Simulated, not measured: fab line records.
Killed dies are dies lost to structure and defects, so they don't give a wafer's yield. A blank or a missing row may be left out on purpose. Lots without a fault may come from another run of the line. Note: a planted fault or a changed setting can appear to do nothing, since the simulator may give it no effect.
Split-lot experiment | flow berkeley cmos170 | 27 wafers read across 5 lots, on a route 331 steps long

== ABOUT THE SPLIT ==
At UCB170_V2_CVD_00 (deposits SiO2 from TEOS/O2, target thk 2000 nm, time 250 s), the setting time s was moved away from the recipe's 250 s on 12 of the 27 wafers read, by -31.2% to +41.0%. The other wafers ran this setting at the recipe's value.

Between the split and the reading, the file records no step.

== THE READING ==
V2_TEOS_THK at UCB170_V2_THK_MEAS_01, in nm. On this fab line, fault-free wafers typically give 2006 nm with a standard deviation of 29 nm.

wafer  | tool, chamber at the split | time s as run, s | against the recipe | V2_TEOS_THK, nm | against lot-mates on the recipe
L077.1 | pecvd-02, 2,1              | 250              | recipe             | 1956            | -
L077.2 | pecvd-02, 2,1              | 250              | recipe             | 1949            | -
L077.3 | pecvd-02, 0                | 250              | recipe             | 1944            | -
L077.4 | pecvd-02, 1                | 288.6            | +15.4%             | 2297            | +347
L077.5 | pecvd-02, 0                | 288.6            | +15.4%             | 2310            | +360
L077.6 | pecvd-02, 2                | 288.6            | +15.4%             | 2276            | +326
L075.1 | pecvd-04, 2                | 250              | recipe             | 2035            | -
L075.2 | pecvd-04, 0                | 172.1            | -31.2%             | 1378            | -664
L075.3 | pecvd-04, 1,0              | 172.1            | -31.2%             | 1377            | -665
L075.4 | pecvd-04, 1                | 250              | recipe             | 2037            | -
L075.5 | pecvd-04, 2                | 250              | recipe             | 2054            | -
L075.6 | pecvd-04, 1,0              | 172.1            | -31.2%             | 1369            | -673
L079.2 | pecvd-02, 2                | 250              | recipe             | 1966            | -
L079.4 | pecvd-02, 2                | 250              | recipe             | 2022            | -
L079.5 | pecvd-02, 1                | 250              | recipe             | 1970            | -
L081.1 | pecvd-01, 0                | 311.3            | +24.5%             | 2494            | +484
L081.2 | pecvd-01, 2                | 311.3            | +24.5%             | 2485            | +475
L081.3 | pecvd-01, 1                | 250              | recipe             | 1982            | -
L081.4 | pecvd-01, 2                | 311.3            | +24.5%             | 2510            | +500
L081.5 | pecvd-01, 1                | 250              | recipe             | 2040            | -
L081.6 | pecvd-01, 0                | 250              | recipe             | 2009            | -
L083.1 | pecvd-01, 2                | 250              | recipe             | 1991            | -
L083.2 | pecvd-01, 1,0              | 352.5            | +41.0%             | 2811            | +791
L083.3 | pecvd-01, 1,0              | 352.5            | +41.0%             | 2813            | +793
L083.4 | pecvd-01, 2                | 352.5            | +41.0%             | 2873            | +853
L083.5 | pecvd-01, 0                | 250              | recipe             | 2056            | -
L083.6 | pecvd-01, 1                | 250              | recipe             | 2012            | -
Where a row lists several chambers, the file gives one row for several wafers and doesn't say which wafer went through which chamber.

FIT RESULTS
A straight line over all 27 wafers: V2_TEOS_THK changes by +20.1 nm for each +1% of time s; r = +1.00; the points scatter about the line by 32 nm.
The same after taking each lot's own level away (the mean of its wafers on the recipe; 27 wafers): +20.5 nm for each +1%; r = +1.00; scatter 26 nm.
The reading moves by 8.4e+02 nm for the largest change in time s, on that fit.
Measured against the standard deviation above, the lots' own levels, which go from 1949.7 to 2042.0 nm, span 3.2 times it.
The two slopes are in agreement: the lot-to-lot level therefore moves the slope only a little.
Check: +845 nm against its lot-mates is what the line predicts for one of the wafers moved furthest among these (+41.0%) when that wafer is left out of the fit. It came out at +791 nm against them.

== OTHER SPLITS ON THESE WAFERS ==
Note: prior to the reading, these wafers also went through further splits. Each is held against what the fit with the lots' levels taken away leaves over:
other split on the same wafers          | wafers away from the commonest value | r with V2_TEOS_THK (lot level and that fit taken away)
UCB170_WELLDRIVE_OXIDATION_01 ox time s | 18                                   | +0.30
UCB170_SCREENOX_OXIDATION_01 ox time s  | 21                                   | +0.14
UCB170_V1_CVD_00 time s                 | 12                                   | +0.12

== THE WHOLE CHAIN: every reading that the file lists as answering this split, in the file's order ==
step                  | what it does                                               | reading                                                                   | change (the file's fit)              | r (the file's)
UCB170_V2_CVD_00      | deposits SiO2 from TEOS/O2, target thk 2000 nm, time 250 s | SiO2_of_V2_CVD_00.thk nm (the simulator's own value, which no gauge read) | +20.2 nm for each +1% of the setting | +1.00
UCB170_V2_THK_MEAS_01 |                                                            | V2_TEOS_THK                                                               | +20.4 for each +1% of the setting    | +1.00

== THE FILE'S OWN FIT ==
V2_TEOS_THK changes by +20.4 nm for each +1% of time s, r = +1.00.
